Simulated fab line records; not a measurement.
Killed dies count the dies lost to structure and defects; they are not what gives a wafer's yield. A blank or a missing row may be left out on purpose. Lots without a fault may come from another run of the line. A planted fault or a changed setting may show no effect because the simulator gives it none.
Which tool is to blame? ; flow rit_cmos ; 14 lots with 42 wafers sampled at 2 steps, on a route of 202 steps

WHAT EACH GAUGE READ, for each wafer
RIT_REOX_THK_MEAS_04.
lot;measured;on;REOX_OXIDE_THK (nm)
L720;day 2 23:13;film_metro-02;25.4 25.6 25.4
L721;day 2 23:13;film_metro-04;25.9 26.2 26.2
L722;day 3 07:29;film_metro-02;24.8 24.4 25.2
L723;day 3 10:01;film_metro-02;25.3 25.2 25.1
L724;day 3 16:38;film_metro-04;25.7 26.1 25.8
L725;day 3 22:21;film_metro-04;25.3 25.3 25.2
L726;day 4 05:14;film_metro-02;25.4 25.4 25.7
L727;day 4 09:31;film_metro-01;26.1 25.8 26.1
L728;day 4 20:49;film_metro-02;41.1 41.4 41.3
L729;day 4 22:46;film_metro-02;40.1 39.8 40.0
L740;day 7 02:42;film_metro-02;25.4 25.5 25.0
L741;day 7 06:41;film_metro-01;25.3 25.1 25.3
L742;day 7 22:03;film_metro-04;25.8 26.4 26.0
L743;day 8 02:52;film_metro-02;25.2 24.9 25.5

TOOL THAT RAN EACH LOT (tool first, then ch and the chambers of the sampled wafers, then the start)
lot;RIT_REOX_OXIDATION_03
L720;furnace-01 ch 0, day 2 20:40
L721;furnace-01 ch 0, day 2 20:40
L722;furnace-03 ch 0, day 3 04:55
L723;furnace-03 ch 0, day 3 07:28
L724;furnace-01 ch 0, day 3 14:05
L725;furnace-04 ch 0, day 3 19:46
L726;furnace-01 ch 0, day 4 02:41
L727;furnace-04 ch 0, day 4 06:58
L728;furnace-03 ch 0, day 4 14:37
L729;furnace-01 ch 0, day 4 17:18
L740;furnace-04 ch 0, day 7 00:08
L741;furnace-03 ch 0, day 7 04:08
L742;furnace-01 ch 0, day 7 19:30
L743;furnace-03 ch 0, day 8 00:19
- RIT_REOX_OXIDATION_03: target thk 25.2 nm, ox time 5580 s.

WHAT THE TOOLS THEMSELVES READ (means of the sampled wafers that have a number; where no wafer has one, the mark that the record gives instead)
RIT_REOX_OXIDATION_03.
lot;tool;tube_center_temp_C (C)
L720;furnace-01;900.01
L721;furnace-01;899.94
L722;furnace-03;900.05
L723;furnace-03;900.00
L724;furnace-01;899.99
L725;furnace-04;899.94
L726;furnace-01;899.98
L727;furnace-04;900.00
L728;furnace-03;899.98
L729;furnace-01;899.95
L740;furnace-04;900.05
L741;furnace-03;900.01
L742;furnace-01;900.00
L743;furnace-03;900.05

THE ANSWER, worked out from the rows above alone
Rule: usual is defined by the lots themselves. The widest of any qualifying gaps counts: lots, ordered by their means at a reading, are off when they make up no more than a third of the lots, leave a main group of 4 or more, and stand apart from it by 3 or more times the standard deviation of that group's means. The tables above print the reading to a certain number of digits; a main group whose means all agree to those digits is not used. A lot without any number at a reading at which 4 lots or more have one is off too. All remaining lots with rows at the step are treated as sound. After the gauges, taken in route order, come the tools' own readings; for these a lot's mean is taken, as printed above. At the first step where some lot is off, the reading lying furthest off is the one used; lots without a number count as furthest.
Off: L728, L729, at RIT_REOX_THK_MEAS_04 (REOX_OXIDE_THK). Main group: mean 25.5 nm, sd 0.4.
If a tool, at a process step before that reading, ran all the lots that are off and no sound lot after the first of them, it fits. The gauges at RIT_REOX_THK_MEAS_04 are tried like those tools. None of those tried fits.

WHAT WAS PUT IN BY THE SIMULATOR
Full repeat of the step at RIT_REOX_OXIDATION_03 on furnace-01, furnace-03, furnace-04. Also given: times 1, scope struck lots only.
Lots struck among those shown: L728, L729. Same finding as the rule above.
